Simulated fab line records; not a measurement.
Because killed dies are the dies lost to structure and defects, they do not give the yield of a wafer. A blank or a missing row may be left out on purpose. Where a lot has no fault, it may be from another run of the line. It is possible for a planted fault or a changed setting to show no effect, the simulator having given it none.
A single fault, viewed from 2 desks + flow berkeley-cmos170 + numbers are kept per desk, each desk with only its own; the story behind them comes last

DESK OF THE TOOL OWNER: wet-bench-04
The tool's own readings at UCB170_FIELD_WET_ETCH_04 (etches SiO2 in dHF, time 60 s): means of the sampled wafers that have a number, for each lot that ran on this tool. If a lot's mean is further than 4 standard deviations from the usual mean, the lot is out of limits and carries the mark OUT (the distance appears in the brackets).
Columns: A = run-length-s at UCB170_FIELD_WET_ETCH_04, usual 86.7 s
| lot  | first seen here | A              |
|------|-----------------|----------------|
| L150 | day 6 03:29     | 84.9           |
| L151 | day 6 03:29     | 87.7           |
| L152 | day 6 03:29     | 87.3           |
| L153 | day 6 03:29     | 86.6           |
| L155 | day 6 10:04     | 85.3           |
| L156 | day 6 10:04     | 87.1           |
| L157 | day 7 02:01     | 85.1           |
| L158 | day 7 02:01     | 85.2           |
| L159 | day 7 08:57     | 34.1 (-35) OUT |
This desk finds L159 out of limits, L159 being first, at day 7 08:57 (run-length-s at UCB170_FIELD_WET_ETCH_04). L150, L151, L152, L153, L155, L156, L157, L158 stayed within limits.

FROM THE METROLOGY DESK
What the gauges read for every lot (on any tool): the sampled wafers with a number, averaged. If a lot's mean is further than 4 standard deviations from the usual mean, the lot is out of limits and carries the mark OUT (the distance appears in the brackets).
Columns: A = M2_AL_THK at UCB170_M2_THK_MEAS_03, usual 909 nm
| lot  | first seen here | A   |
|------|-----------------|-----|
| L153 | day 9 00:06     | 901 |
| L150 | day 9 01:59     | 899 |
| L151 | day 9 03:41     | 911 |
| L152 | day 9 03:58     | 903 |
| L155 | day 9 10:09     | 917 |
| L156 | day 9 12:14     | 899 |
| L154 | day 9 18:22     | 897 |
| L158 | day 9 18:55     | 906 |
| L157 | day 9 19:50     | 922 |
| L159 | day 10 07:10    | 902 |
This desk found nothing out of limits on any of the 10 lots.

PUT TOGETHER
The tool owner's desk had the chance to raise an alarm at day 7 08:57 on L159.
From the metrology desk's view, nothing was out of limits.
The metrology desk holds a record of L159, inside its limits.
UCB170_FIELD_WET_ETCH_04 was run on wet-bench-04 by each of the lots named.

WHAT THE SIMULATOR HAD INSERTED
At UCB170_FIELD_WET_ETCH_04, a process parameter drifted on wet-bench-04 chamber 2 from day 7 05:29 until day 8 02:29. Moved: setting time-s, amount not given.
Struck lots among those shown: L159.
How many hours passed from the start of the fault until each desk's first out-of-limits reading: the tool owner's desk, 3.
